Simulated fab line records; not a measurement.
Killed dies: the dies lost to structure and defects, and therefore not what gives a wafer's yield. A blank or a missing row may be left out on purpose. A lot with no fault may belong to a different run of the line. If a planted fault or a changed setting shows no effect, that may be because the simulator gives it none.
Lot-split experiment :: flow rit cmos :: 5 lots, 23 wafers read, on a route of 202 steps

ABOUT THE SPLIT
At RIT_GATE_OXIDATION_05 (target thk 3 nm, ox time 270 s), the setting ox time s was moved away from the recipe's 270 s on 20 of the 23 wafers read, by -13.2% to +5.3%. This setting was run at the recipe's value on the other wafers.

FROM SPLIT TO READING: 1 step shown by the file between the two
- RIT_GATE_ANNEAL_06: time 600 s

THE READING
Values of GATE_OXIDE_THK in nm from RIT_GATE_THK_MEAS_07. On this fab line, fault-free wafers typically give 3.02 nm with a standard deviation of 0.062 nm.

wafer: L075.1
tool, chamber at the split: -, -
ox time s as run, s: 284.2
against the recipe: +5.3%
GATE_OXIDE_THK, nm: 3.11
against lot-mates on the recipe: no lot-mate on the recipe

wafer: L075.2
tool, chamber at the split: -, -
ox time s as run, s: 284.2
against the recipe: +5.3%
GATE_OXIDE_THK, nm: 3.09
against lot-mates on the recipe: no lot-mate on the recipe

wafer: L075.3
tool, chamber at the split: -, -
ox time s as run, s: 284.2
against the recipe: +5.3%
GATE_OXIDE_THK, nm: 3.09
against lot-mates on the recipe: no lot-mate on the recipe

wafer: L075.4
tool, chamber at the split: -, -
ox time s as run, s: 284.2
against the recipe: +5.3%
GATE_OXIDE_THK, nm: 3.04
against lot-mates on the recipe: no lot-mate on the recipe

wafer: L075.6
tool, chamber at the split: -, -
ox time s as run, s: 284.2
against the recipe: +5.3%
GATE_OXIDE_THK, nm: 3.14
against lot-mates on the recipe: no lot-mate on the recipe

wafer: L074.2
tool, chamber at the split: -, -
ox time s as run, s: 234.4
against the recipe: -13.2%
GATE_OXIDE_THK, nm: 2.63
against lot-mates on the recipe: no lot-mate on the recipe

wafer: L074.3
tool, chamber at the split: -, -
ox time s as run, s: 234.4
against the recipe: -13.2%
GATE_OXIDE_THK, nm: 2.64
against lot-mates on the recipe: no lot-mate on the recipe

wafer: L074.4
tool, chamber at the split: -, -
ox time s as run, s: 234.4
against the recipe: -13.2%
GATE_OXIDE_THK, nm: 2.62
against lot-mates on the recipe: no lot-mate on the recipe

wafer: L074.5
tool, chamber at the split: -, -
ox time s as run, s: 234.4
against the recipe: -13.2%
GATE_OXIDE_THK, nm: 2.63
against lot-mates on the recipe: no lot-mate on the recipe

wafer: L074.6
tool, chamber at the split: -, -
ox time s as run, s: 234.4
against the recipe: -13.2%
GATE_OXIDE_THK, nm: 2.71
against lot-mates on the recipe: no lot-mate on the recipe

wafer: L076.3
tool, chamber at the split: furnace-04, 0
ox time s as run, s: 270
against the recipe: recipe
GATE_OXIDE_THK, nm: 3.14
against lot-mates on the recipe: -

wafer: L076.4
tool, chamber at the split: furnace-04, 0
ox time s as run, s: 270
against the recipe: recipe
GATE_OXIDE_THK, nm: 3.11
against lot-mates on the recipe: -

wafer: L076.5
tool, chamber at the split: furnace-04, 0
ox time s as run, s: 270
against the recipe: recipe
GATE_OXIDE_THK, nm: 3.06
against lot-mates on the recipe: -

wafer: L080.1
tool, chamber at the split: -, -
ox time s as run, s: 240.3
against the recipe: -11.0%
GATE_OXIDE_THK, nm: 2.81
against lot-mates on the recipe: no lot-mate on the recipe

wafer: L080.2
tool, chamber at the split: -, -
ox time s as run, s: 240.3
against the recipe: -11.0%
GATE_OXIDE_THK, nm: 2.78
against lot-mates on the recipe: no lot-mate on the recipe

wafer: L080.4
tool, chamber at the split: -, -
ox time s as run, s: 240.3
against the recipe: -11.0%
GATE_OXIDE_THK, nm: 2.73
against lot-mates on the recipe: no lot-mate on the recipe

wafer: L080.5
tool, chamber at the split: -, -
ox time s as run, s: 240.3
against the recipe: -11.0%
GATE_OXIDE_THK, nm: 2.77
against lot-mates on the recipe: no lot-mate on the recipe

wafer: L080.6
tool, chamber at the split: -, -
ox time s as run, s: 240.3
against the recipe: -11.0%
GATE_OXIDE_THK, nm: 2.76
against lot-mates on the recipe: no lot-mate on the recipe

wafer: L084.2
tool, chamber at the split: -, -
ox time s as run, s: 255.1
against the recipe: -5.5%
GATE_OXIDE_THK, nm: 2.85
against lot-mates on the recipe: no lot-mate on the recipe

wafer: L084.3
tool, chamber at the split: -, -
ox time s as run, s: 255.1
against the recipe: -5.5%
GATE_OXIDE_THK, nm: 2.87
against lot-mates on the recipe: no lot-mate on the recipe

wafer: L084.4
tool, chamber at the split: -, -
ox time s as run, s: 255.1
against the recipe: -5.5%
GATE_OXIDE_THK, nm: 2.85
against lot-mates on the recipe: no lot-mate on the recipe

wafer: L084.5
tool, chamber at the split: -, -
ox time s as run, s: 255.1
against the recipe: -5.5%
GATE_OXIDE_THK, nm: 2.92
against lot-mates on the recipe: no lot-mate on the recipe

wafer: L084.6
tool, chamber at the split: -, -
ox time s as run, s: 255.1
against the recipe: -5.5%
GATE_OXIDE_THK, nm: 2.84
against lot-mates on the recipe: no lot-mate on the recipe

FIT RESULTS
A straight line over all 23 wafers: GATE_OXIDE_THK changes by +0.0244 nm for each +1% of ox time s; r = +0.95; the points scatter about the line by 0.058 nm.
Too few moved wafers have a lot-mate on the recipe to fit a line with each lot's own level taken away.

THE WHOLE CHAIN: every reading that the file lists as answering this split, in the file's order
step: RIT_GATE_OXIDATION_05
what it does: target thk 3 nm, ox time 270 s
reading: SiO2_of_GATE_OXIDATION_05.thk nm (the simulator's own value, which no gauge read)
change (the file's fit): +0.0246 nm for each +1% of the setting
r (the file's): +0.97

step: RIT_GATE_THK_MEAS_07
what it does: 
reading: GATE_OXIDE_THK
change (the file's fit): +0.0244 for each +1% of the setting
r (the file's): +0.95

THE FILE'S OWN FIT
GATE_OXIDE_THK changes by +0.0244 nm for each +1% of ox time s, r = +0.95.
